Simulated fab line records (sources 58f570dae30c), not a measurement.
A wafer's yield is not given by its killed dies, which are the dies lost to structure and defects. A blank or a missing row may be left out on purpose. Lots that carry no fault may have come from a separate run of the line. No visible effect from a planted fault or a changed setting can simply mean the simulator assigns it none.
A single fault, viewed from 2 desks -- flow berkeleyCmos170 -- only its own numbers are on each desk; what lay behind them is given at the end

AT THE TOOL OWNER'S DESK: wetBench-01
The tool's own readings at UCB170_FIELD_WET_ETCH_06 (etches SiO2 in BOE, time 22 s): means of the sampled wafers that have a number, for each lot that ran on this tool. If a lot's mean is further than 4 standard deviations from the usual mean, the lot is out of limits and carries the mark OUT (the distance appears in the brackets).
Columns: A = bathHeatDutyPct at UCB170_FIELD_WET_ETCH_06, usual 6.2 %; B = runLengthS at UCB170_FIELD_WET_ETCH_06, usual 50.1 s
lot,first seen here,A,B
L501,day 6 11:21,6.1,49.4
L507,day 7 11:24,6.6,48.8
L509,day 7 11:24,6.1,49.8
L508,day 7 19:50,5.3,49.2
L511,day 7 19:50,6.2,48.7
L512,day 7 19:50,6.5,49.4
This desk's verdict: no lot among the 6 shows anything out of limits.

METROLOGY DESK
Means of the sampled wafers that have a number, per lot and without regard to the tool the lot ran on: this is what the gauges read. If a lot's mean is further than 4 standard deviations from the usual mean, the lot is out of limits and carries the mark OUT (the distance appears in the brackets).
Columns: A = PLDD_OVL at UCB170_PLDD_OVL_MEAS_07, usual 1 nm; B = cdNm at UCB170_NSD_CD_MEAS_06, usual 1200.0 nm
lot,first seen here,A,B
L501,day 8 00:19,5,1199.4
L505,day 8 04:52,-10,1197.6
L502,day 8 05:07,-0,1200.7
L499,day 8 05:38,-0,1201.3
L503,day 8 05:52,2,1199.8
L506,day 8 16:47,7,1199.3
L509,day 8 23:32,-7,1199.8
L507,day 8 23:47,-1,1200.1
L511,day 9 11:50,3,1198.7
L508,day 9 12:06,-3,1198.6
L512,day 9 12:23,9,1200.5
L513,day 10 11:09,6,1202.6
L514,day 10 23:04,-1,1200.8
L515,day 10 23:25,1,1198.5
L522,day 11 23:55,-2,1201.5
This desk's verdict: no lot among the 15 shows anything out of limits.

TAKEN TOGETHER
The tool owner's desk saw nothing out of limits.
From the metrology desk's view, nothing was out of limits.

WHAT WAS PUT IN BY THE SIMULATOR
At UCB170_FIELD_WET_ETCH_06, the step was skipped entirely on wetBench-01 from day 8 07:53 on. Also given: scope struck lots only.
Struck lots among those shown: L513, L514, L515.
